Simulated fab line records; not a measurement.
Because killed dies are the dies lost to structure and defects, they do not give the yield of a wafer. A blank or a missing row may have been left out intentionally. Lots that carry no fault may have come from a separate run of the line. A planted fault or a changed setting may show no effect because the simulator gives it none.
Tool commonality check :: flow berkeley cmos170 :: 48 wafers sampled across 14 lots

WHAT PROMPTED THE OPENING
2 of 14 lots carry a flag on the reading SPACER_TEOS_THK at UCB170_SPACER_THK_MEAS_01. Fault-free wafers read 376 nm, with a standard deviation of 4.4.
Rule: a lot is flagged when every wafer of it that has a number lies more than 4 standard deviations from that mean, or none has a number. The other lots count as sound.

lot: L211
measured: day 6 21:07
on: film metro-03
SPACER_TEOS_THK (nm), wafer by wafer: 371 371 378
flag: 

lot: L212
measured: day 6 21:20
on: film metro-04
SPACER_TEOS_THK (nm), wafer by wafer: 376 378 381
flag: 

lot: L214
measured: day 7 09:19
on: film metro-02
SPACER_TEOS_THK (nm), wafer by wafer: 374 384 382
flag: 

lot: L215
measured: day 7 17:06
on: film metro-03
SPACER_TEOS_THK (nm), wafer by wafer: 374 375 382
flag: 

lot: L218
measured: day 8 08:13
on: film metro-04
SPACER_TEOS_THK (nm), wafer by wafer: 372 376 383
flag: 

lot: L216
measured: day 8 09:06
on: film metro-03
SPACER_TEOS_THK (nm), wafer by wafer: 372 372 374
flag: 

lot: L219
measured: day 8 09:23
on: film metro-04
SPACER_TEOS_THK (nm), wafer by wafer: 372 373 378
flag: 

lot: L220
measured: day 8 10:52
on: film metro-04
SPACER_TEOS_THK (nm), wafer by wafer: 372 382 383
flag: 

lot: L222
measured: day 8 22:04
on: film metro-04
SPACER_TEOS_THK (nm), wafer by wafer: 380 385 386
flag: 

lot: L224
measured: day 9 10:55
on: film metro-04
SPACER_TEOS_THK (nm), wafer by wafer: 378 372 380
flag: 

lot: L225
measured: day 9 15:42
on: film metro-03
SPACER_TEOS_THK (nm), wafer by wafer: 373 374 372
flag: 

lot: L226
measured: day 10 04:29
on: film metro-03
SPACER_TEOS_THK (nm), wafer by wafer: 219 219 224 219 219 224
flag: FLAGGED

lot: L228
measured: day 10 04:30
on: film metro-02
SPACER_TEOS_THK (nm), wafer by wafer: 368 372 383
flag: 

lot: L229
measured: day 10 07:05
on: film metro-03
SPACER_TEOS_THK (nm), wafer by wafer: 223 226 229 223 226 229
flag: FLAGGED
On average the flagged lots' numbers are 223 nm, which is -153 nm against the usual, or -35 standard deviations.

LOT BY LOT: THE TOOL USED
Before the reading, the record contains 2 process steps out of a 331-step route. In each cell: the tool, then ch and the chambers that the sampled wafers went through, then the start.
lot: L211
flag: 
UCB170_ZERO_STRIP_07: plasma asher-02 ch 0,1, day 2 07:13
UCB170_SPACER_CVD_00: pecvd-03 ch 0,1, day 6 21:05

lot: L212
flag: 
UCB170_ZERO_STRIP_07: plasma asher-04 ch 0,1, day 2 10:31
UCB170_SPACER_CVD_00: pecvd-04 ch 0,1, day 6 21:17

lot: L214
flag: 
UCB170_ZERO_STRIP_07: plasma asher-04 ch 0, day 2 19:32
UCB170_SPACER_CVD_00: pecvd-01 ch 1,2, day 7 09:16

lot: L215
flag: 
UCB170_ZERO_STRIP_07: plasma asher-02 ch 0,1, day 2 23:32
UCB170_SPACER_CVD_00: pecvd-01 ch 0,1,2, day 7 16:59

lot: L218
flag: 
UCB170_ZERO_STRIP_07: plasma asher-02 ch 0,1, day 3 16:50
UCB170_SPACER_CVD_00: pecvd-01 ch 1,2, day 8 08:10

lot: L216
flag: 
UCB170_ZERO_STRIP_07: plasma asher-04 ch 0, day 3 05:50
UCB170_SPACER_CVD_00: pecvd-03 ch 1,2, day 8 09:03

lot: L219
flag: 
UCB170_ZERO_STRIP_07: plasma asher-04 ch 0,1, day 3 22:13
UCB170_SPACER_CVD_00: pecvd-01 ch 0,2, day 8 09:20

lot: L220
flag: 
UCB170_ZERO_STRIP_07: plasma asher-02 ch 1, day 4 00:28
UCB170_SPACER_CVD_00: pecvd-04 ch 0,1,2, day 8 10:49

lot: L222
flag: 
UCB170_ZERO_STRIP_07: plasma asher-04 ch 0,1, day 4 10:44
UCB170_SPACER_CVD_00: pecvd-01 ch 0,1,2, day 8 22:01

lot: L224
flag: 
UCB170_ZERO_STRIP_07: plasma asher-04 ch 0,1, day 4 18:53
UCB170_SPACER_CVD_00: pecvd-01 ch 1,2, day 9 10:52

lot: L225
flag: 
UCB170_ZERO_STRIP_07: plasma asher-04 ch 1, day 5 06:38
UCB170_SPACER_CVD_00: pecvd-04 ch 1,2, day 9 15:35

lot: L226
flag: FLAGGED
UCB170_ZERO_STRIP_07: plasma asher-02 ch 0,1, day 5 12:30
UCB170_SPACER_CVD_00: pecvd-01 ch 0,2, day 10 04:27

lot: L228
flag: 
UCB170_ZERO_STRIP_07: plasma asher-02 ch 1, day 5 22:41
UCB170_SPACER_CVD_00: pecvd-04 ch 0,1, day 10 04:27

lot: L229
flag: FLAGGED
UCB170_ZERO_STRIP_07: plasma asher-03 ch 0,1, day 5 22:25
UCB170_SPACER_CVD_00: pecvd-01 ch 0,1,2, day 10 07:02
What the steps here do:
- UCB170_ZERO_STRIP_07: strips in O2.
- UCB170_SPACER_CVD_00: deposits SiO2 from TEOS/O2, target thk 376 nm, time 47 s.
- UCB170_SPACER_THK_MEAS_01

FLAGGED OVER TOTAL, TOOL BY TOOL (the gauges that took the reading come last)
step: UCB170_ZERO_STRIP_07
tool: plasma asher-02
lots run: 6
flagged: 1
share of the flagged lots: some
sound lots run after its first flagged lot: 1 (L228)

step: UCB170_ZERO_STRIP_07
tool: plasma asher-03
lots run: 1
flagged: 1
share of the flagged lots: some
sound lots run after its first flagged lot: 0

step: UCB170_ZERO_STRIP_07
tool: plasma asher-04
lots run: 7
flagged: 0
share of the flagged lots: none
sound lots run after its first flagged lot: -

step: UCB170_SPACER_CVD_00
tool: pecvd-01
lots run: 8
flagged: 2
share of the flagged lots: all
sound lots run after its first flagged lot: 0

step: UCB170_SPACER_CVD_00
tool: pecvd-03
lots run: 2
flagged: 0
share of the flagged lots: none
sound lots run after its first flagged lot: -

step: UCB170_SPACER_CVD_00
tool: pecvd-04
lots run: 4
flagged: 0
share of the flagged lots: none
sound lots run after its first flagged lot: -

step: UCB170_SPACER_THK_MEAS_01
tool: film metro-02
lots run: 2
flagged: 0
share of the flagged lots: none
sound lots run after its first flagged lot: -

step: UCB170_SPACER_THK_MEAS_01
tool: film metro-03
lots run: 6
flagged: 2
share of the flagged lots: all
sound lots run after its first flagged lot: 0

step: UCB170_SPACER_THK_MEAS_01
tool: film metro-04
lots run: 6
flagged: 0
share of the flagged lots: none
sound lots run after its first flagged lot: -

THE TABLE: WHAT IT ALLOWS
Rows of the table that ran all the flagged lots, 2 in number: pecvd-01 at UCB170_SPACER_CVD_00; film metro-03 at UCB170_SPACER_THK_MEAS_01.
- pecvd-01 at UCB170_SPACER_CVD_00 ran 8 lots, 2 of them flagged. It ran its last sound lot, L224, at day 9 10:52 and its first flagged lot, L226, at day 10 04:27: a fault with its onset between the two fits.
- film metro-03 at UCB170_SPACER_THK_MEAS_01 ran 6 lots, 2 of them flagged. It ran its last sound lot, L225, at day 9 15:42 and its first flagged lot, L226, at day 10 04:29: a fault with its onset between the two fits.
A lot count leaves these 2 tools indistinguishable: every one of them fits a fault beginning at some hour. More lots, or a look at what each step does to the wafer, might.

WHAT THE SIMULATOR HAD PUT IN
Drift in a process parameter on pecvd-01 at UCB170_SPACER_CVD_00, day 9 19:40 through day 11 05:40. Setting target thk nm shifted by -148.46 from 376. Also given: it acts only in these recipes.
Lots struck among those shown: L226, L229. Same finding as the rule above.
